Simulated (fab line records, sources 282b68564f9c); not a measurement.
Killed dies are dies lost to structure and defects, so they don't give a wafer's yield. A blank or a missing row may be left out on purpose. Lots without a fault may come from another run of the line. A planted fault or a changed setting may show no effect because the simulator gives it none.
Which tool did it? | flow rit_cmos | 7 lots, 21 wafers sampled, at 2 steps of a route of 202

WHAT THE GAUGES READ, wafer by wafer
RIT_M1_RS_MEAS_01: measures by four-point-probe.
lot  | measured    | on            | M1_AL_RS (ohm/sq)
L899 | day 3 20:04 | film_metro-01 | 0.0729 0.0719 0.0716
L902 | day 4 11:23 | film_metro-02 | 0.0741 0.0741 0.0740
L904 | day 4 20:32 | film_metro-02 | 0.0724 0.0737 0.0736
L907 | day 5 18:37 | film_metro-01 | 0.0366 0.0362 0.0360 0.0366 0.0361 0.0361
L910 | day 6 04:28 | film_metro-02 | 0.0741 0.0746 0.0746
L914 | day 6 23:39 | film_metro-01 | 0.0361 0.0370 0.0362 0.0362 0.0369 0.0362
L916 | day 7 08:21 | film_metro-01 | 0.0745 0.0730 0.0731

WHICH TOOL RAN EACH LOT (tool, then ch and the chambers of the sampled wafers, then the start)
lot  | RIT_M1_SPUTTER_00
L899 | pvd_sputter-04, day 3 19:46
L902 | pvd_sputter-03, day 4 11:04
L904 | pvd_sputter-03, day 4 20:14
L907 | pvd_sputter-03, day 5 17:50
L910 | pvd_sputter-03, day 6 04:08
L914 | pvd_sputter-03, day 6 22:54
L916 | pvd_sputter-03, day 7 08:04
- RIT_M1_SPUTTER_00: material Al, target thk 400 nm, time 500 s.

THE ANSWER, worked out from the rows above alone
Rule: what is usual is taken from the lots themselves. Put in order of their means at a reading, lots are off if they are a third of the lots or fewer, leave a main group of 4 or more, and stand apart from it by a gap of 3 or more times the standard deviation of the main group's means; of several such gaps the widest counts. A main group whose means are all the same, to the digits that the tables above print for the reading, isn't used. A lot without any number at a reading at which 4 lots or more have one is off too. The other lots that the step has rows for count as sound.
Off: L907, L914, at RIT_M1_RS_MEAS_01 (M1_AL_RS). The main group: mean 0.0735 ohm/sq, standard deviation 0.00079.
A tool fits if, at a process step before that reading, it ran every lot that is off, and no sound lot after the first of them. The gauges at RIT_M1_RS_MEAS_01 are tried like those tools. None of those tried fits.

WHAT THE SIMULATOR HAD PUT IN
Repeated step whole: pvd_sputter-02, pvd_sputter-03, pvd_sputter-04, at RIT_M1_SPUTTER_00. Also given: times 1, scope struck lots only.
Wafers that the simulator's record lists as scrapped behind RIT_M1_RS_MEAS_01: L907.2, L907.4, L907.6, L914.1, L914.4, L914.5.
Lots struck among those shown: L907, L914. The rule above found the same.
